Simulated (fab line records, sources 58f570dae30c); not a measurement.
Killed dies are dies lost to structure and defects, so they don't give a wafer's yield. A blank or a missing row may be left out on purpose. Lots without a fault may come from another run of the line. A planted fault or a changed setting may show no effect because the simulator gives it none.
Which tool did it? | flow berkeley_cmos170 | 14 lots, 42 wafers sampled, at 3 steps of a route of 331

WHAT THE GAUGES READ, wafer by wafer
UCB170_START_THK_MEAS_03. Usual: START_OXIDE_THK 18.1 nm, standard deviation 0.4.
lot  | measured    | on            | START_OXIDE_THK (nm) | flag
L917 | day 1 16:44 | film_metro-03 | 17.3 17.7 17.2       |
L918 | day 2 00:26 | film_metro-04 | 18.1 18.3 18.2       |
L919 | day 2 06:16 | film_metro-03 | 18.1 17.7 18.1       |
L921 | day 2 16:59 | film_metro-03 | 18.1 17.7 17.8       |
L924 | day 3 03:46 | film_metro-01 | 18.0 17.9 18.3       |
L926 | day 3 19:05 | film_metro-04 | 19.0 18.9 18.5       |
L927 | day 3 19:05 | film_metro-03 | 18.1 18.2 17.9       |
L931 | day 4 20:26 | film_metro-04 | 18.8 18.8 18.5       |
L932 | day 4 20:28 | film_metro-01 | 18.4 18.1 18.0       |
L933 | day 5 04:08 | film_metro-04 | 18.4 18.0 18.2       |
L936 | day 5 20:29 | film_metro-01 | 18.1 18.1 18.1       |
L937 | day 6 02:13 | film_metro-01 | 18.0 18.2 17.8       |
L938 | day 6 02:13 | film_metro-04 | 18.1 17.9 17.9       |
L939 | day 6 09:56 | film_metro-03 | 17.7 18.2 18.1       |

UCB170_GATE_THK_MEAS_05. Usual: GATE_POLY_THK 214.9 nm, standard deviation 1.8.
lot  | measured     | on            | GATE_POLY_THK (nm) | flag
L917 | day 7 04:19  | film_metro-02 | 215.2 215.0 215.4  |
L918 | day 7 17:29  | film_metro-03 | 212.0 213.0 211.1  |
L919 | day 7 17:26  | film_metro-03 | 215.4 217.7 216.4  |
L921 | day 7 17:30  | film_metro-02 | 216.7 218.9 217.5  |
L924 | day 8 18:40  | film_metro-02 | 213.3 215.3 212.0  |
L931 | day 10 09:35 | film_metro-02 | 218.1 217.6 217.2  |
L932 | day 10 09:36 | film_metro-01 | 212.0 212.3 214.1  |
L933 | day 10 09:35 | film_metro-03 | 210.4 213.7 211.4  |
L936 | day 11 14:56 | film_metro-03 | 217.6 217.2 218.7  |
L937 | day 11 14:55 | film_metro-02 | 213.9 213.5 215.0  |
L938 | day 11 14:55 | film_metro-01 | 214.2 215.0 214.9  |
L939 | day 12 00:40 | film_metro-03 | 214.4 215.9 214.2  |

WHICH TOOL RAN EACH LOT (tool, then ch and the chambers of the sampled wafers, then the start)
lot  | UCB170_NWELL_CVD_04
L917 | lpcvd-02 ch 0, day 2 09:25
L918 | lpcvd-01 ch 1, day 2 19:35
L919 | lpcvd-01 ch 0, day 3 01:01
L921 | lpcvd-02 ch 0, day 3 10:22
L924 | lpcvd-02 ch 0, day 3 19:08
L926 | lpcvd-02 ch 1, day 4 10:14
L927 | lpcvd-02 ch 1, day 4 10:14
L931 | lpcvd-02 ch 0, day 5 14:04
L932 | lpcvd-02 ch 0, day 5 14:04
L933 | lpcvd-02 ch 0, day 5 23:14
L936 | lpcvd-01 ch 1, day 6 12:56
L937 | lpcvd-01 ch 1, day 6 18:52
L938 | lpcvd-01 ch 1, day 6 18:52
L939 | lpcvd-02 ch 1, day 7 06:32
- UCB170_NWELL_CVD_04: deposits Si3N4 from SiH2Cl2/NH3, target thk 224 nm, time 3425 s.

WHAT THE TOOLS THEMSELVES READ (means of the sampled wafers that have a number; where no wafer has one, the mark that the record gives instead)
UCB170_NWELL_CVD_04. Usual: nh3_flow_sccm 75.04 sccm, standard deviation 0.26; pressure_mtorr 199.9 mTorr, standard deviation 0.39; spike_tc_centre_C 802.8 C, standard deviation 1.6; spike_tc_source_C 824.2 C, standard deviation 2.6.
lot  | tool     | nh3_flow_sccm (sccm) | pressure_mtorr (mTorr) | spike_tc_centre_C (C) | spike_tc_source_C (C) | flag
L917 | lpcvd-02 | 75.55                | 200.0                  | 804.9                 | 823.6                 |
L918 | lpcvd-01 | 75.18                | 199.9                  | 800.7                 | 821.6                 |
L919 | lpcvd-01 | 74.75                | 200.3                  | 802.8                 | 827.2                 |
L921 | lpcvd-02 | 74.90                | 200.2                  | 803.7                 | 825.1                 |
L924 | lpcvd-02 | 74.98                | 199.9                  | 803.7                 | 824.2                 |
L926 | lpcvd-02 | -                    | -                      | -                     | -                     | OFF
L927 | lpcvd-02 | -                    | -                      | -                     | -                     | OFF
L931 | lpcvd-02 | 74.87                | 199.9                  | 805.0                 | 823.1                 |
L932 | lpcvd-02 | 74.97                | 199.5                  | 804.0                 | 824.4                 |
L933 | lpcvd-02 | 75.27                | 199.6                  | 803.4                 | 824.8                 |
L936 | lpcvd-01 | 75.24                | 200.3                  | 801.4                 | 821.5                 |
L937 | lpcvd-01 | 74.83                | 200.1                  | 800.4                 | 820.7                 |
L938 | lpcvd-01 | 75.12                | 200.7                  | 801.5                 | 821.3                 |
L939 | lpcvd-02 | 75.02                | 200.1                  | 801.8                 | 828.7                 |

THE ANSWER, worked out from the rows above alone
Rule: a lot is off if the mean of its wafers that have a number lies more than 3 standard deviations from the usual mean. A lot without any number at a reading at which 4 lots or more have one is off too. The other lots that the step has rows for count as sound. The gauges are gone through in route order, then the tools' own readings, and for those a lot's mean is taken as printed above. The first step at which some lot is off is used, and at that step the reading that is off furthest; a lot without a number counts as furthest.
Off: L926, L927, at UCB170_NWELL_CVD_04 (nh3_flow_sccm). Without a number there: L926, L927.
A tool fits if, at that step or a process step before it, it ran every lot that is off, and no sound lot after the first of them. None of those tried fits.

WHAT THE SIMULATOR HAD PUT IN
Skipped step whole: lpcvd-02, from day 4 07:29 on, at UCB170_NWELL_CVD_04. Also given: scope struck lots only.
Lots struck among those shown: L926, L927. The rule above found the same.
